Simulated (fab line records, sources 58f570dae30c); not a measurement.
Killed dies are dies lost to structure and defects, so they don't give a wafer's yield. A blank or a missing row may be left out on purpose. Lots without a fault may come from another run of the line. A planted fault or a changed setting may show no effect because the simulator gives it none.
Split-lot experiment | flow berkeley_cmos170 | 5 lots, 23 wafers read, on a route of 331 steps

THE SPLIT
At UCB170_SILICIDE_SPUTTER_01 (material Ti, target thk 30 nm, time 25 s), the setting power_w was moved away from the recipe's 1500 W on 7 of the 23 wafers read, by -9.6% to +9.9%. The other wafers ran this setting at the recipe's value.

FROM THE SPLIT TO THE READING: what the file shows between them, 1 step
- UCB170_SILICIDE_RS_MEAS_02: measures by four-point-probe

THE READING
SILICIDE_TI_THK, in nm, at UCB170_SILICIDE_THK_MEAS_03 (measures by xrf). Fault-free wafers of this fab line usually give 30.1 nm, standard deviation 0.31 nm.

wafer  | tool, chamber at the split | power_w as run, W | against the recipe | SILICIDE_TI_THK, nm | against lot-mates on the recipe
L076.2 | pvd_sputter-01, -          | 1500              | recipe             | 30.0                | -
L076.3 | pvd_sputter-01, -          | 1648              | +9.9%              | 32.9                | +2.8
L076.4 | pvd_sputter-01, -          | 1500              | recipe             | 30.1                | -
L076.5 | pvd_sputter-01, -          | 1648              | +9.9%              | 32.6                | +2.5
L076.6 | pvd_sputter-01, -          | 1500              | recipe             | 30.1                | -
L079.2 | pvd_sputter-03, -          | 1500              | recipe             | 30.4                | -
L079.3 | pvd_sputter-03, -          | 1451              | -3.3%              | 29.5                | -1.0
L079.4 | pvd_sputter-03, -          | 1500              | recipe             | 30.5                | -
L079.5 | pvd_sputter-03, -          | 1451              | -3.3%              | 29.3                | -1.2
L079.6 | pvd_sputter-03, -          | 1500              | recipe             | 30.6                | -
L082.1 | pvd_sputter-02, -          | 1356              | -9.6%              | 27.3                | -2.9
L082.3 | pvd_sputter-02, -          | 1356              | -9.6%              | 27.2                | -3.0
L082.4 | pvd_sputter-02, -          | 1500              | recipe             | 30.3                | -
L082.5 | pvd_sputter-02, -          | 1356              | -9.6%              | 27.4                | -2.8
L082.6 | pvd_sputter-02, -          | 1500              | recipe             | 30.1                | -
L083.1 | pvd_sputter-01, -          | 1500              | recipe             | 30.1                | -
L083.2 | pvd_sputter-01, -          | 1500              | recipe             | 30.1                | -
L083.3 | pvd_sputter-01, -          | 1500              | recipe             | 30.3                | -
L083.4 | pvd_sputter-01, -          | 1500              | recipe             | 30.5                | -
L083.5 | pvd_sputter-01, -          | 1500              | recipe             | 30.3                | -
L085.2 | pvd_sputter-02, -          | 1500              | recipe             | 29.7                | -
L085.3 | pvd_sputter-02, -          | 1500              | recipe             | 29.7                | -
L085.4 | pvd_sputter-02, -          | 1500              | recipe             | 29.6                | -

THE FIT
A straight line over all 23 wafers: SILICIDE_TI_THK changes by +0.28 nm for each +1% of power_w; r = +0.98; the points scatter about the line by 0.27 nm.
The same after taking each lot's own level away (the mean of its wafers on the recipe; 23 wafers): +0.29 nm for each +1%; r = +1.00; scatter 0.13 nm.
On that fit, the largest move of power_w shifts the reading by 2.9 nm.
The lots' own levels span 29.67 to 30.50 nm, that is 2.7 times the standard deviation above.
So the lot-to-lot level changes the slope little: the two slopes agree.
Check: with one of the wafers moved furthest among these (+9.9%) left out of the fit, the line predicts +2.82 nm for it against its lot-mates. It came out at +2.83 nm against them.

THE WHOLE CHAIN: every reading that the file lists as answering this split, in the file's order
step                        | what it does                             | reading                                                                           | change (the file's fit)              | r (the file's)
UCB170_SILICIDE_SPUTTER_01  | material Ti, target thk 30 nm, time 25 s | Ti_of_SILICIDE_SPUTTER_01.thk_nm (the simulator's own value, which no gauge read) | +0.29 nm for each +1% of the setting | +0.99
UCB170_SILICIDE_RS_MEAS_02  | measures by four-point-probe             | SILICIDE_TI_RS                                                                    | -0.298 for each +1% of the setting   | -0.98
UCB170_SILICIDE_THK_MEAS_03 | measures by xrf                          | SILICIDE_TI_THK                                                                   | +0.288 for each +1% of the setting   | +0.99

THE FILE'S OWN FIT
SILICIDE_TI_THK changes by +0.288 nm for each +1% of power_w, r = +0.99.
